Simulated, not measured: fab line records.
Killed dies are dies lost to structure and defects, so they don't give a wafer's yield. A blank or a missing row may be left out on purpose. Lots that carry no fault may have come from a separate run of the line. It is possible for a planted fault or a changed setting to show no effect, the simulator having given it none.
Split-lot study | flow rit cmos | 23 wafers read across 5 lots, on a route 202 steps long

== THE SPLIT ==
At RIT_GATE_COAT_11 (resist thk 850 nm), the setting spin rpm was moved away from the recipe's 4250 rpm on 10 of the 23 wafers read, by -6.2% to +6.8%. This setting was run at the recipe's value on the other wafers.

The reading comes from the split's own step.

== THE READING ==
NOVOLAK_of_GATE_COAT_11.thk nm (the simulator's own value, which no gauge read), in nm, at RIT_GATE_COAT_11 (resist thk 850 nm). There is no usual value for it anywhere in the file. Here, 13 wafers ran the recipe; their average is 848.4 nm with a standard deviation of 1.7 nm.

wafer  | tool, chamber at the split | spin rpm as run, rpm | against the recipe | NOVOLAK_of_GATE_COAT_11.thk nm, nm | against lot-mates on the recipe
L075.1 | litho track-02, 0          | 4250                 | recipe             | 847.1                              | -
L075.3 | litho track-02, 0          | 4250                 | recipe             | 847.5                              | -
L075.4 | litho track-02, 0          | 4540                 | +6.8%              | 821.9                              | -25.3
L075.5 | litho track-02, 0          | 4250                 | recipe             | 847                                | -
L075.6 | litho track-02, 0          | 4540                 | +6.8%              | 819                                | -28.2
L076.1 | litho track-01, 0          | 4250                 | recipe             | 849.7                              | -
L076.2 | litho track-01, 0          | 3988                 | -6.2%              | 875.3                              | +25.9
L076.3 | litho track-01, 0          | 3988                 | -6.2%              | 877.9                              | +28.5
L076.4 | litho track-01, 0          | 4250                 | recipe             | 849.1                              | -
L076.5 | litho track-01, 0          | 3988                 | -6.2%              | 877.7                              | +28.3
L077.1 | litho track-04, 0          | 4388                 | +3.2%              | 831.2                              | -16.4
L077.2 | litho track-04, 0          | 4388                 | +3.2%              | 837.1                              | -10.5
L077.3 | litho track-04, 0          | 4388                 | +3.2%              | 833                                | -14.6
L077.5 | litho track-04, 0          | 4250                 | recipe             | 849.8                              | -
L077.6 | litho track-04, 0          | 4250                 | recipe             | 845.5                              | -
L082.2 | litho track-04, 0          | 4250                 | recipe             | 850.4                              | -
L082.5 | litho track-04, 0          | 4250                 | recipe             | 851.3                              | -
L082.6 | litho track-04, 0          | 4250                 | recipe             | 847.5                              | -
L085.1 | litho track-01, 0          | 4250                 | recipe             | 848.7                              | -
L085.2 | litho track-01, 0          | 4250                 | recipe             | 849.4                              | -
L085.4 | litho track-01, 0          | 4250                 | recipe             | 845.9                              | -
L085.5 | litho track-01, 0          | 4141                 | -2.6%              | 856.9                              | +8.9
L085.6 | litho track-01, 0          | 4141                 | -2.6%              | 859.3                              | +11.3

FIT RESULTS
A straight line over all 23 wafers: NOVOLAK_of_GATE_COAT_11.thk nm changes by -4.37 nm for each +1% of spin rpm; r = -0.99; the points scatter about the line by 2 nm.
The same after taking each lot's own level away (the mean of its wafers on the recipe; 23 wafers): -4.22 nm for each +1%; r = -0.99; scatter 1.8 nm.
The reading moves by 29 nm for the largest change in spin rpm, on that fit.
The lots' own levels span 847.20 to 849.73 nm, that is 1.5 times the standard deviation above.
Consequently the slope shifts little with the lot-to-lot level, the two slopes agreeing.
Check: -29.4 nm against its lot-mates is what the line predicts for one of the wafers moved furthest among these (+6.8%) when that wafer is left out of the fit. It came out at -25.3 nm against them.

== THE OTHER SPLITS THESE WAFERS WENT THROUGH ==
Other splits were also applied to these wafers ahead of the reading. Each is held against what the fit with the lots' levels taken away leaves over:
other split on the same wafers   | wafers away from the commonest value | r with NOVOLAK_of_GATE_COAT_11.thk nm (lot level and that fit taken away)
RIT_ACTIVE_COAT_06 resist thk nm | 8                                    | +0.25
RIT_FOX1_OXIDATION_00 temp c     | 15                                   | -0.25
RIT_NWELL_COAT_01 spin rpm       | 10                                   | +0.29
RIT_NWELL_HARDBAKE_07 temp c     | 12                                   | -0.19
RIT_NWELL_IMPLANT_08 energy kev  | 6                                    | -0.13
RIT_NRETRO_IMPLANT_08 energy kev | 8                                    | -0.17
RIT_PRETRO_COAT_01 spin rpm      | 9                                    | -0.14
RIT_PRETRO_IMPLANT_08 dose cm2   | 8                                    | -0.07

== THE FILE'S OWN FIT ==
NOVOLAK_of_GATE_COAT_11.thk nm changes by -4.16 nm for each +1% of spin rpm, r = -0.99.
